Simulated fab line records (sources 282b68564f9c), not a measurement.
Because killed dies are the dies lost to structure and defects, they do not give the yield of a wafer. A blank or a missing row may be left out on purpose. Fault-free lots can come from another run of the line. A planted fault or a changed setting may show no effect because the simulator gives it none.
Which of the tools did it? :: flow rit cmos :: Sampling: 14 lots, 42 wafers, 2 of 202 route steps

WHAT THE GAUGES SHOWED, per wafer
RIT_M1_CD_MEAS_90 targets a cd of 2600 nm. Usual: cd nm 2599.8 nm, standard deviation 2.4.
lot: L119
measured: day 3 06:31
on: cd sem-01
cd nm (nm): 2599.3 2604.0 2603.7
flag: 

lot: L120
measured: day 3 12:49
on: cd sem-02
cd nm (nm): 2597.2 2595.7 2597.4
flag: 

lot: L122
measured: day 3 23:20
on: cd sem-02
cd nm (nm): 2596.4 2601.9 2600.4
flag: 

lot: L123
measured: day 4 03:29
on: cd sem-01
cd nm (nm): 2601.3 2600.9 2599.9
flag: 

lot: L124
measured: day 4 07:29
on: cd sem-02
cd nm (nm): 2603.4 2600.8 2600.5
flag: 

lot: L129
measured: day 5 08:56
on: cd sem-02
cd nm (nm): 2607.6 2608.5 2598.0
flag: 

lot: L132
measured: day 6 00:08
on: cd sem-02
cd nm (nm): 2596.2 2609.3 2607.5
flag: 

lot: L134
measured: day 6 10:39
on: cd sem-01
cd nm (nm): 2599.9 2598.2 2600.3
flag: 

lot: L135
measured: day 6 15:26
on: cd sem-01
cd nm (nm): 2601.5 2598.0 2599.9
flag: 

lot: L136
measured: day 6 19:52
on: cd sem-01
cd nm (nm): 2599.0 2599.0 2597.3
flag: 

lot: L137
measured: day 7 01:22
on: cd sem-02
cd nm (nm): 2604.2 2602.6 2600.4
flag: 

lot: L139
measured: day 7 11:41
on: cd sem-02
cd nm (nm): 2598.1 2596.8 2600.5
flag: 

lot: L140
measured: day 7 15:50
on: cd sem-01
cd nm (nm): 2598.6 2600.4 2597.9
flag: 

lot: L142
measured: day 8 01:13
on: cd sem-01
cd nm (nm): 2606.0 2603.1 2600.5
flag: 

WHAT TOOL EACH LOT RAN ON (gives the tool, then ch and the chambers of the sampled wafers, and finally the start)
lot: L119
RIT_M1_METAL_ETCH_12: rie metal-02 ch 0,1, day 3 06:01

lot: L120
RIT_M1_METAL_ETCH_12: rie metal-04 ch 0,1, day 3 12:16

lot: L122
RIT_M1_METAL_ETCH_12: rie metal-02 ch 0,1, day 3 22:50

lot: L123
RIT_M1_METAL_ETCH_12: rie metal-04 ch 0,1, day 4 02:58

lot: L124
RIT_M1_METAL_ETCH_12: rie metal-03 ch 0,1, day 4 06:58

lot: L129
RIT_M1_METAL_ETCH_12: rie metal-04 ch 0,1, day 5 08:23

lot: L132
RIT_M1_METAL_ETCH_12: rie metal-04 ch 0,1, day 5 23:37

lot: L134
RIT_M1_METAL_ETCH_12: rie metal-02 ch 1, day 6 10:07

lot: L135
RIT_M1_METAL_ETCH_12: rie metal-03 ch 0,1, day 6 14:56

lot: L136
RIT_M1_METAL_ETCH_12: rie metal-02 ch 0,1, day 6 19:20

lot: L137
RIT_M1_METAL_ETCH_12: rie metal-02 ch 0,1, day 7 00:53

lot: L139
RIT_M1_METAL_ETCH_12: rie metal-02 ch 0, day 7 11:08

lot: L140
RIT_M1_METAL_ETCH_12: rie metal-03 ch 0,1, day 7 15:17

lot: L142
RIT_M1_METAL_ETCH_12: rie metal-02 ch 0,1, day 8 00:40
- RIT_M1_METAL_ETCH_12: etches Al in Cl2/BCl3, stops on SiO2, time 165 s, target depth 600 nm.

WHAT THE TOOLS THEMSELVES READ (means of the sampled wafers that have a number; where no wafer has one, the mark that the record gives instead)
RIT_M1_METAL_ETCH_12. Usual: drypump motor current A 5.9 A, standard deviation 0.35; oes product au 0.778 a.u., standard deviation 0.0075; run length s 192.93 s, standard deviation 0.3; throttle valve pct 8.33 %, standard deviation 0.1.
lot: L119
tool: rie metal-02
drypump motor current A (A): 5.9
oes product au (a.u.): 0.781
run length s (s): 192.82
throttle valve pct (%): 8.35
flag: 

lot: L120
tool: rie metal-04
drypump motor current A (A): 5.6
oes product au (a.u.): 0.773
run length s (s): 193.12
throttle valve pct (%): 8.35
flag: 

lot: L122
tool: rie metal-02
drypump motor current A (A): 5.8
oes product au (a.u.): 0.780
run length s (s): 192.88
throttle valve pct (%): 8.43
flag: 

lot: L123
tool: rie metal-04
drypump motor current A (A): 5.9
oes product au (a.u.): 0.777
run length s (s): 193.22
throttle valve pct (%): 8.36
flag: 

lot: L124
tool: rie metal-03
drypump motor current A (A): 6.1
oes product au (a.u.): 0.769
run length s (s): 192.94
throttle valve pct (%): 8.22
flag: 

lot: L129
tool: rie metal-04
drypump motor current A (A): 5.5
oes product au (a.u.): 0.924
run length s (s): 149.29
throttle valve pct (%): 8.32
flag: OFF

lot: L132
tool: rie metal-04
drypump motor current A (A): 5.5
oes product au (a.u.): 0.923
run length s (s): 149.19
throttle valve pct (%): 8.32
flag: OFF

lot: L134
tool: rie metal-02
drypump motor current A (A): 6.1
oes product au (a.u.): 0.787
run length s (s): 192.79
throttle valve pct (%): 8.30
flag: 

lot: L135
tool: rie metal-03
drypump motor current A (A): 6.1
oes product au (a.u.): 0.779
run length s (s): 192.76
throttle valve pct (%): 8.21
flag: 

lot: L136
tool: rie metal-02
drypump motor current A (A): 5.8
oes product au (a.u.): 0.784
run length s (s): 192.60
throttle valve pct (%): 8.44
flag: 

lot: L137
tool: rie metal-02
drypump motor current A (A): 5.9
oes product au (a.u.): 0.788
run length s (s): 192.85
throttle valve pct (%): 8.37
flag: 

lot: L139
tool: rie metal-02
drypump motor current A (A): 5.7
oes product au (a.u.): 0.781
run length s (s): 192.80
throttle valve pct (%): 8.50
flag: 

lot: L140
tool: rie metal-03
drypump motor current A (A): 6.1
oes product au (a.u.): 0.770
run length s (s): 192.90
throttle valve pct (%): 8.20
flag: 

lot: L142
tool: rie metal-02
drypump motor current A (A): 5.8
oes product au (a.u.): 0.782
run length s (s): 192.56
throttle valve pct (%): 8.43
flag: 

THE ANSWER, worked out from the rows above alone
Rule: a lot is off if the mean of its wafers that have a number lies more than 3 standard deviations from the usual mean. Also off: a lot with no number at a reading for which 4 or more lots have one. The other lots that the step has rows for count as sound. Order of review: gauges by route order, followed by the tools' own readings, for which a lot's mean as printed above is used. The first step at which some lot is off is used, and at that step the reading that is off furthest; a lot without a number counts as furthest.
Off, at RIT_M1_METAL_ETCH_12 on run length s: L129, L132.
If a tool, at that step or one of the process steps before it, ran each lot that is off and ran no sound lot following the first of them, it fits. One fits: RIT_M1_METAL_ETCH_12 on rie metal-04. Its last sound lot is L123 (day 4 02:58), its first lot that is off L129 (day 5 08:23): a fault that began between those two fits.
The tool's own readings at RIT_M1_METAL_ETCH_12 bear it out: on the lots that are off they differ by more than 5 times the standard deviation of the sound lots' means. oes product au reads 0.923 a.u. there against 0.779 a.u. on the sound lots; run length s reads 149.24 s there against 192.85 s on the sound lots.

WHAT HAD BEEN PUT IN BY THE SIMULATOR
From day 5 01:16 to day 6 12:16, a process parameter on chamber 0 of rie metal-04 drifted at RIT_M1_METAL_ETCH_12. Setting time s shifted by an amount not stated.
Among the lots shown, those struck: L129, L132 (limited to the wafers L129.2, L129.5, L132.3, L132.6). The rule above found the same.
